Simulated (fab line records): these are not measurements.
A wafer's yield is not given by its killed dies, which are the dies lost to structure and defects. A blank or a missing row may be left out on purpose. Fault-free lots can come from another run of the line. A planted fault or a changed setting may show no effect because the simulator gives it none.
fab line records	flow ritCmos
record: lots: 6	wafers: 18	lastDay: 8
route steps=202 shown SILICIDE@167 CONTACT@168 M1@202
lots untouched by any fault: they come from a run of this same line in which no faults occurred
startH: start of the lot's first displayed wafer, in hours after the record's first day	waitH: hours from the lot's prior step to this one	" identical to the entry in the row above	L1.1+2: several wafers, shown together as one row	- value missing, or start not given	* or withheld: withheld	< > ~ a bound
route shown NAME@n: names a module that has steps shown in the file, with the first one's number in the route	usual: the fault-free wafers' mean and standard deviation	same: alike in all rows	chamber/n: place in a boat	sites: each site's reading	_std_site: the standard deviation of these	_edge_site: inner sites' mean taken away from outer sites' mean	radiusMm: how far each site lies from the wafer's centre	mask NAME#n: copy n	behind: the last tool/chamber to shape the wafer	hold: why the lot was held/for how many hours/how that ended	device: the n, p or np transistor that did not switch	end of line: at the end of the route, the tests of the same wafers	where a step has no rows: the recipe by itself	killed: at the first sort, the dies lost to defects and structure; wafer yield is something else	map: shows each die of a wafer: x if killed, . if not, _ if none is there
set.NAME: the setting the step ran with; set.NAME@STEP: the setting that earlier step ran with	model.NAME: the simulator's own value behind a step, which no gauge read
certain route steps with their lots: each step a table, each wafer a row
services: a tool's chamber out of use, with start hour (startH, from the record's first day; less than 0 if before it), hours out, and reason
== steps ==
step: RIT_SILICIDE_RTA_06
recipe: tempC: 750	timeS: 10	idleTempC: 25	rampUpS: 5	rampDownS: 10	coolToC: 25	ambient: N2
usual: wafer_temp_C_max: 755.1/1.4
lot.wafer	tool	chamber	startH	waitH	wafer_temp_C_max
L592.3	rtpAnneal-01	0	107.83	0.0	755.9
L592.4	"	0	"	"	756.5
L592.5	"	0	"	"	754.4
L593.2	rtpAnneal-02	0	114.20	0.0	753.8
L593.3	"	0	"	"	753.5
L593.5	"	0	"	"	754.4
L594.3	rtpAnneal-01	0	119.69	0.0	759.0
L594.4	"	0	"	"	756.4
L594.6	"	0	"	"	754.8
L595.2	rtpAnneal-02	0	122.13	0.0	753.7
L595.3	"	0	"	"	754.7
L595.5	"	0	"	"	754.8
L596.1	rtpAnneal-01	0	126.43	0.0	756.6
L596.3	"	0	"	"	754.9
L596.6	"	0	"	"	755.6
L604.2	rtpAnneal-01	0	175.39	0.0	756.7
L604.5	"	0	"	"	757.8
L604.6	"	0	"	"	755.9
step: RIT_CONTACT_CVD_00
recipe: material: SiO2	targetThkNm: 400	precursor: TEOS	tempC: 390	timeS: 61	rfW: 400
usual: heaterPowerW: 350/45	rfFwdPowerW: 396.3/1.4
lot.wafer	tool	chamber	startH	waitH	heaterPowerW	rfFwdPowerW
L592.3	pecvd-04	2	107.88	0.0	296	396.5
L592.4	"	0	"	"	359	399.0
L592.5	"	2	"	"	299	396.8
L593.2	pecvd-02	0	114.25	0.0	368	394.5
L593.3	"	2	"	"	372	398.2
L593.5	"	2	"	"	372	397.4
L594.3	pecvd-01	1	119.73	0.0	319	395.9
L594.4	"	0	"	"	362	395.2
L594.6	"	1	"	"	330	396.4
L595.2	pecvd-04	2	122.19	0.0	301	397.7
L595.3	"	0	"	"	368	396.8
L595.5	"	0	"	"	373	399.0
L596.1	pecvd-02	1	126.50	0.1	397	395.2
L596.3	"	0	"	"	340	396.2
L596.6	"	0	"	"	358	396.4
L604.2	pecvd-04	1	175.44	0.0	405	396.5
L604.5	"	2	"	"	309	397.4
L604.6	"	1	"	"	403	396.7
step: RIT_CONTACT_THK_MEAS_01
recipe: reads: SiO2_of_CONTACT_CVD_00
usual: CONTACT_TEOS_THK: 401/5
lot.wafer	tool	chamber	startH	waitH	CONTACT_TEOS_THK[nm]
L592.3	filmMetro-04	-	107.95	0.0	402
L592.4	"	-	"	"	404
L592.5	"	-	"	"	407
L593.2	filmMetro-02	-	114.31	0.0	396
L593.3	"	-	"	"	392
L593.5	"	-	"	"	402
L594.3	filmMetro-03	-	119.80	0.0	401
L594.4	"	-	"	"	403
L594.6	"	-	"	"	403
L595.2	filmMetro-04	-	122.25	0.0	398
L595.3	"	-	"	"	397
L595.5	"	-	"	"	402
L596.1	filmMetro-03	-	126.55	0.0	398
L596.3	"	-	"	"	402
L596.6	"	-	"	"	407
L604.2	filmMetro-04	-	175.50	0.0	396
L604.5	"	-	"	"	408
L604.6	"	-	"	"	405
step: RIT_CONTACT_HMDS_02
recipe: primeTimeS: 60	primeTempC: 140
step: RIT_CONTACT_COAT_03
recipe: resist: NOVOLAK	spinRpm: 3250	resistThkNm: 1000
step: RIT_CONTACT_SOFTBAKE_04
recipe: resist: NOVOLAK	tempC: 90	timeS: 60
step: RIT_CONTACT_EXPOSE_05
recipe: maskId: M11	na: 0.6	sourceShape: conventional	sigmaOuter: 0.5	targetCdNm: 1000	doseMj: 250
step: RIT_CONTACT_PEB_06
recipe: resist: NOVOLAK	tempC: withheld	timeS: withheld
step: RIT_CONTACT_DEVELOP_07
recipe: resist: NOVOLAK	developTimeS: 120	devTempC: 23
step: RIT_CONTACT_CD_MEAS_08
recipe: targetCdNm: 1000
usual: cdNm: 999.2/2.2
lot.wafer	tool	chamber	startH	waitH	cdNm
L592.3	cdSem-02	-	113.47	-	999.0
L592.4	"	-	"	"	999.9
L592.5	"	-	"	"	999.3
L593.2	cdSem-01	-	115.48	-	998.0
L593.3	"	-	"	"	998.3
L593.5	"	-	"	"	999.2
L594.3	cdSem-01	-	120.92	-	998.6
L594.4	"	-	"	"	996.5
L594.6	"	-	"	"	996.7
L595.2	cdSem-01	-	123.57	-	997.3
L595.3	"	-	"	"	998.7
L595.5	"	-	"	"	996.3
L596.1	cdSem-02	-	127.70	-	998.0
L596.3	"	-	"	"	998.2
L596.6	"	-	"	"	998.5
L604.2	cdSem-01	-	176.72	-	1000.8
L604.5	"	-	"	"	996.3
L604.6	"	-	"	"	998.7
step: RIT_CONTACT_OVL_MEAS_09
usual: CONTACT_OVL: 0.3/1.2
lot.wafer	tool	chamber	startH	waitH	CONTACT_OVL[nm]
L592.3	overlay-02	-	113.56	0.1	0.1
L592.4	"	-	"	"	1.3
L592.5	"	-	"	"	1.1
L593.2	overlay-02	-	115.58	0.1	0.1
L593.3	"	-	"	"	0.2
L593.5	"	-	"	"	-1.6
L594.3	overlay-02	-	121.01	0.1	-0.2
L594.4	"	-	"	"	0.5
L594.6	"	-	"	"	1.0
L595.2	overlay-01	-	123.68	0.1	0.2
L595.3	"	-	"	"	1.0
L595.5	"	-	"	"	0.1
L596.1	overlay-02	-	127.82	0.1	2.9
L596.3	"	-	"	"	2.2
L596.6	"	-	"	"	1.2
L604.2	overlay-01	-	176.82	0.1	0.1
L604.5	"	-	"	"	1.3
L604.6	"	-	"	"	1.3
step: RIT_CONTACT_HARDBAKE_10
recipe: resist: NOVOLAK	tempC: 140	timeS: 60
step: RIT_CONTACT_ETCH_11
recipe: targetDepthA: 4800	overEtchFrac: 0.2	stopOn: TiSi2	chemistry: CHF3/CF4/Ar	target: SiO2	CHF3_flow_sccm: 50	cf4FlowSccm: 10	Ar_flow_sccm: 100	O2_flow_sccm: 5	pressureMtorr: 100	rfW: 200	timeS: 320
usual: CHF3_flow_sccm: 49.99/0.17	O2_flow_sccm: 4.998/0.016	drypumpMotorCurrentA: 5.6/0.52	oesProductAu: 0.984/0.015	rfFwdPowerW: 199.5/0.61	throttleValvePct: 8.85/0.11
lot.wafer	tool	chamber	startH	waitH	CHF3_flow_sccm	O2_flow_sccm	drypumpMotorCurrentA	oesProductAu	rfFwdPowerW	rfHoursCounterH	throttleValvePct	model.NOVOLAK_of_CONTACT_COAT_03.thkNm
L592.3	rieDiel-01	2	113.74	0.1	49.98	5.009	5.3	0.995	200.3	141	8.88	762.5
L592.4	"	0	"	"	49.79	4.994	4.9	0.976	199.9	32	8.94	766.1
L592.5	"	2	"	"	50.15	5.002	5.2	0.988	198.7	-	8.89	767.3
L593.2	rieDiel-03	3	115.76	0.1	50.01	5.027	5.3	0.978	199.5	146	8.87	764.6
L593.3	"	0	"	"	49.92	5.000	5.6	0.986	199.6	101	8.99	763.6
L593.5	"	2	"	"	50.17	5.003	5.5	0.995	199.6	-	8.80	764.4
L594.3	rieDiel-03	3	121.18	0.1	50.15	4.990	5.4	0.977	199.6	146	8.88	767.8
L594.4	"	3	"	"	50.16	5.016	5.4	0.987	199.2	-	8.86	767.5
L594.6	"	0	"	"	50.28	5.013	5.6	0.988	199.2	-	9.00	768.5
L595.2	rieDiel-01	1	123.86	0.1	-	-	-	-	-	-	-	882
L595.3	"	2	"	"	-	-	-	-	-	-	-	880.4
L595.5	"	3	"	"	-	-	-	-	-	-	-	880.9
L596.1	rieDiel-03	0	128.00	0.1	-	-	-	-	-	-	-	883.2
L596.3	"	3	"	"	-	-	-	-	-	-	-	886.5
L596.6	"	0	"	"	-	-	-	-	-	-	-	886.4
L604.2	rieDiel-04	0	177.00	0.1	49.94	4.988	5.9	0.988	199.3	61	8.82	770.4
L604.5	"	1	"	"	49.93	5.010	5.7	0.976	199.1	-	8.74	766.4
L604.6	"	0	"	"	49.99	5.000	5.9	0.984	198.9	-	8.81	767.5
step: RIT_CONTACT_STRIP_12
recipe: chemistry: O2	timeS: 180	resist: NOVOLAK	platenTempC: withheld	powerW: 500	pressureMtorr: 4000	o2FlowSccm: 4000
usual: drypumpMotorCurrentA: 5.7/0.62	rfReflPowerW: 6.0/1.6
lot.wafer	tool	chamber	startH	waitH	drypumpMotorCurrentA	rfHoursCounterH	rfReflPowerW
L592.3	plasmaAsher-01	0	113.99	0.2	5.5	-	6.4
L592.4	"	1	"	"	6.5	-	8.8
L592.5	"	1	"	"	6.5	-	9.0
L593.2	plasmaAsher-01	0	115.96	0.1	5.6	51	6.6
L593.3	"	0	"	"	5.5	-	6.7
L593.5	"	0	"	"	5.6	-	6.3
L594.3	plasmaAsher-02	0	121.44	0.2	5.9	-	4.8
L594.4	"	1	"	"	4.8	-	5.0
L594.6	"	0	"	"	5.9	-	4.6
L595.2	plasmaAsher-02	1	124.05	0.1	4.8	1	4.7
L595.3	"	1	"	"	4.9	-	4.8
L595.5	"	1	"	"	4.8	-	4.8
L596.1	plasmaAsher-01	1	128.20	0.1	6.5	52	9.1
L596.3	"	1	"	"	6.5	-	8.9
L596.6	"	0	"	"	5.5	-	6.4
L604.2	plasmaAsher-01	1	177.20	0.1	6.6	57	9.1
L604.5	"	0	"	"	5.5	-	6.8
L604.6	"	1	"	"	6.5	-	8.9
step: RIT_CONTACT_CD_MEAS_90
recipe: targetCdNm: 1000
usual: cdNm: 999.2/2.2
lot.wafer	tool	chamber	startH	waitH	cdNm
L592.3	cdSem-01	-	114.15	0.1	999.2
L592.4	"	-	"	"	999.5
L592.5	"	-	"	"	999.6
L593.2	cdSem-02	-	116.15	0.1	997.8
L593.3	"	-	"	"	998.6
L593.5	"	-	"	"	998.7
L594.3	cdSem-01	-	121.59	0.1	999.3
L594.4	"	-	"	"	997.0
L594.6	"	-	"	"	996.9
L595.2	cdSem-02	-	124.25	0.1	-
L595.3	"	-	"	"	-
L595.5	"	-	"	"	-
L596.1	cdSem-01	-	128.37	0.1	-
L596.3	"	-	"	"	-
L596.6	"	-	"	"	-
L604.2	cdSem-02	-	177.39	0.1	1000.4
L604.5	"	-	"	"	996.7
L604.6	"	-	"	"	998.6
step: RIT_CONTACT_CLEAN_13
recipe: chemistry: SC1	mix: 3:3:50	timeS: 600	tempC: 75
step: RIT_M1_PROBE_99
usual: killed_at_M0_to_M3: 0.0/0.083	killedAtContacts: 0.1/0.3	killedAtFrontEnd: 7/3.4	killedDies: 7/3.4	killedOnRim: 1.9/1.4	killedOpen: 3.6/2.1	killedShort: 3.5/2.1
same: grossDies: 264	killed_at_M4_up: 0	killedAtBackSide: 0	killedAtOther: 0
lot.wafer	tool	chamber	startH	waitH	killed_at_M0_to_M3	killedAtContacts	killedAtFrontEnd	killedDies	killedOnRim	killedOpen	killedShort
L592.3	prober-02	-	118.83	0.2	0	0	13	13	3	6	7
L592.4	prober-02	-	118.88	0.2	0	0	4	4	2	3	1
L592.5	prober-02	-	118.93	0.2	0	0	9	9	5	7	2
L593.2	prober-01	-	121.25	0.1	0	0	10	10	1	6	4
L593.3	prober-01	-	121.30	0.2	0	0	10	10	4	3	7
L593.5	prober-01	-	121.40	0.2	0	0	8	8	2	6	2
L594.3	prober-02	-	126.54	0.2	0	0	11	11	6	7	4
L594.4	prober-02	-	126.59	0.2	0	0	4	4	1	2	2
L594.6	prober-02	-	126.69	0.2	0	0	11	11	1	6	5
L595.2	prober-01	-	128.92	0.1	0	257	7	264	70	3	4
L595.3	prober-01	-	128.97	0.2	0	254	10	264	70	5	5
L595.5	prober-01	-	129.07	0.2	0	257	7	264	70	4	3
L596.1	prober-02	-	133.00	0.1	0	259	5	264	70	1	4
L596.3	prober-02	-	133.10	0.2	0	256	8	264	70	2	6
L596.6	prober-02	-	133.25	0.2	1	259	4	264	70	2	3
L604.2	prober-01	-	182.00	0.1	0	0	9	9	3	4	5
L604.5	prober-01	-	182.15	0.2	0	0	6	6	1	2	4
L604.6	prober-01	-	182.20	0.2	0	0	7	7	2	5	2
killed by level:class
L592.3 GATE:geometricParticle:open=4 GATE:geometricParticle:short=4 FOX1:geometricParticle:open=2 FOX1:geometricParticle:short=1 SPACER:geometricParticle:short=1 SILICIDE:geometricParticle:short=1
L592.4 FOX1:geometricParticle:open=2 FOX1:geometricParticle:short=1 GATE:geometricParticle:open=1
L592.5 GATE:geometricParticle:open=4 GATE:geometricParticle:short=2 SILICIDE:geometricParticle:open=2 FOX2:geometricParticle:open=1
L593.2 REOX:geometricParticle:short=3 SPACER:geometricParticle:open=3 REOX:geometricParticle:open=2 GATE:geometricParticle:open=1 GATE:geometricParticle:short=1
L593.3 GATE:geometricParticle:short=5 SILICIDE:geometricParticle:open=2 FOX1:geometricParticle:short=1 GATE:geometricParticle:open=1 SPACER:geometricParticle:short=1
L593.5 GATE:geometricParticle:open=2 SILICIDE:geometricParticle:open=2 FOX2:geometricParticle:open=1 FOX2:geometricParticle:short=1 REOX:geometricParticle:open=1 REOX:geometricParticle:short=1
L594.3 GATE:geometricParticle:open=5 FOX1:geometricParticle:short=2 FOX2:geometricParticle:short=2 FOX1:geometricParticle:open=1 REOX:geometricParticle:open=1
L594.4 GATE:geometricParticle:open=1 GATE:geometricParticle:short=1 REOX:geometricParticle:short=1 REOX:geometricParticle:open=1
L594.6 GATE:geometricParticle:open=5 FOX1:geometricParticle:short=3 GATE:geometricParticle:short=1 SILICIDE:geometricParticle:open=1 SILICIDE:geometricParticle:short=1
L595.2 CONTACT:areaEtch=257 GATE:geometricParticle:open=2 REOX:geometricParticle:short=2 FOX2:geometricParticle:open=1 GATE:geometricParticle:short=1 SILICIDE:geometricParticle:short=1
L595.3 CONTACT:areaEtch=254 GATE:geometricParticle:short=3 GATE:geometricParticle:open=2 REOX:geometricParticle:open=2 REOX:geometricParticle:short=1 SPACER:geometricParticle:short=1 SILICIDE:geometricParticle:open=1
L595.5 CONTACT:areaEtch=257 FOX1:geometricParticle:open=2 GATE:geometricParticle:short=2 SPACER:geometricParticle:short=1 SPACER:geometricParticle:open=1 SILICIDE:geometricParticle:open=1
L596.1 CONTACT:areaEtch=259 GATE:geometricParticle:short=2 FOX2:geometricParticle:short=1 REOX:geometricParticle:open=1 SPACER:geometricParticle:short=1
L596.3 CONTACT:areaEtch=256 GATE:geometricParticle:short=3 FOX1:geometricParticle:short=2 SPACER:geometricParticle:open=1 SILICIDE:geometricParticle:open=1 SILICIDE:geometricParticle:short=1
L596.6 CONTACT:areaEtch=259 FOX1:geometricParticle:short=1 FOX2:geometricParticle:short=1 GATE:geometricParticle:open=1 SILICIDE:geometricParticle:short=1 M1:geometricParticle:open=1
L604.2 FOX1:geometricParticle:short=3 GATE:geometricParticle:open=2 FOX1:geometricParticle:open=1 GATE:geometricParticle:short=1 SPACER:geometricParticle:short=1 SILICIDE:geometricParticle:open=1
L604.5 SILICIDE:geometricParticle:short=2 FOX1:geometricParticle:open=1 FOX2:geometricParticle:short=1 GATE:geometricParticle:short=1 REOX:geometricParticle:open=1
L604.6 FOX1:geometricParticle:open=1 FOX1:geometricParticle:short=1 FOX2:geometricParticle:short=1 GATE:geometricParticle:open=1 REOX:geometricParticle:open=1 SPACER:geometricParticle:open=1 SILICIDE:geometricParticle:open=1
map L595.2 (x killed, . not)
________xxxxxxx_______
_____xxxxxxxxxxxxx____
____xxxxxxxxxxxxxxx___
___xxxxxxxxxxxxxxxxx__
__xxxxxxxxxxxxxxxxxxx_
__xxxxxxxxxxxxxxxxxxx_
_xxxxxxxxxxxxxxxxxxxxx
_xxxxxxxxxxxxxxxxxxxxx
_xxxxxxxxxxxxxxxxxxxxx
_xxxxxxxxxxxxxxxxxxxxx
__xxxxxxxxxxxxxxxxxxx_
__xxxxxxxxxxxxxxxxxxx_
___xxxxxxxxxxxxxxxxx__
____xxxxxxxxxxxxxxx___
_____xxxxxxxxxxxxx____
________xxxxxxx_______
map L596.1 (x killed, . not)
________xxxxxxx_______
_____xxxxxxxxxxxxx____
____xxxxxxxxxxxxxxx___
___xxxxxxxxxxxxxxxxx__
__xxxxxxxxxxxxxxxxxxx_
__xxxxxxxxxxxxxxxxxxx_
_xxxxxxxxxxxxxxxxxxxxx
_xxxxxxxxxxxxxxxxxxxxx
_xxxxxxxxxxxxxxxxxxxxx
_xxxxxxxxxxxxxxxxxxxxx
__xxxxxxxxxxxxxxxxxxx_
__xxxxxxxxxxxxxxxxxxx_
___xxxxxxxxxxxxxxxxx__
____xxxxxxxxxxxxxxx___
_____xxxxxxxxxxxxx____
________xxxxxxx_______
== services ==
tool	chamber	startH	hours	kind
pecvd-02	1	92.42	2.0	repair
rieDiel-03	1	93.32	-	clean
rieDiel-03	1	93.32	31.0	scheduledDown
rieDiel-03	1	93.32	31.0	ventCycle
rieDiel-03	-	94.12	0.2	repair
plasmaAsher-02	-	108.75	9.0	pm
plasmaAsher-02	0	108.75	9.0	ventCycle
plasmaAsher-02	1	108.75	9.0	ventCycle
plasmaAsher-02	0	117.75	-	clean
plasmaAsher-02	1	117.75	-	clean
rieDiel-01	1	127.12	10.1	repair
rieDiel-03	3	129.62	4.2	repair
rieDiel-04	2	129.77	-	clean
rieDiel-04	2	129.77	32.4	scheduledDown
rieDiel-04	2	129.77	32.4	ventCycle
rieDiel-01	1	137.20	-	clean
rieDiel-01	1	137.20	23.5	scheduledDown
rieDiel-01	1	137.20	23.5	ventCycle
plasmaAsher-01	-	141.93	2.8	pm
plasmaAsher-02	-	143.74	0.5	repair
rieDiel-04	3	145.48	5.7	repair
pecvd-02	1	149.16	21.3	repair
rieDiel-03	3	166.24	-	clean
== key ==
firstSign: step: RIT_CONTACT_ETCH_11	reading: toolRecord	direction: missing
effect: step: RIT_CONTACT_CD_MEAS_90	reading: cdNm	direction: missing
effect: step: RIT_M1_PROBE_99	reading: killedAtContacts	direction: up	sigmas: 99+	usual: 0.1	struck: 257
modelEffect: step: RIT_CONTACT_ETCH_11	value: NOVOLAK_of_CONTACT_COAT_03.thkNm	without: 767.6	struck: 883.2
moreKillsBornAt: RIT_CONTACT_ETCH_11@rieDiel-03: 774	RIT_CONTACT_ETCH_11@rieDiel-01: 768
metAt RIT_CONTACT_ETCH_11
struckWafers L595.2,L595.3,L595.5,L596.1,L596.3,L596.6
laterRowsLeftOut L595.2,L595.3,L595.5,L596.1,L596.3,L596.6
testerLeftOut L595,L596
onsetBetween 121.18 123.86
fault: kind: skippedStepWhole	tool: rieDiel-01,rieDiel-03	chamber: -	onsetH: 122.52	steps: RIT_CONTACT_ETCH_11	scope: struckLotsOnly
testerLeftOut: of these lots the tester's yield and bins aren't shown, on N5 and GAA mostly nor the transistor test; their killed dies are dies lost to structure and defects alone, not to doping, threshold or leakage, so they don't give the yield
laterRowsLeftOut: the simulator's readings of these wafers behind a module that went badly wrong aren't trusted and aren't shown, but for the sort
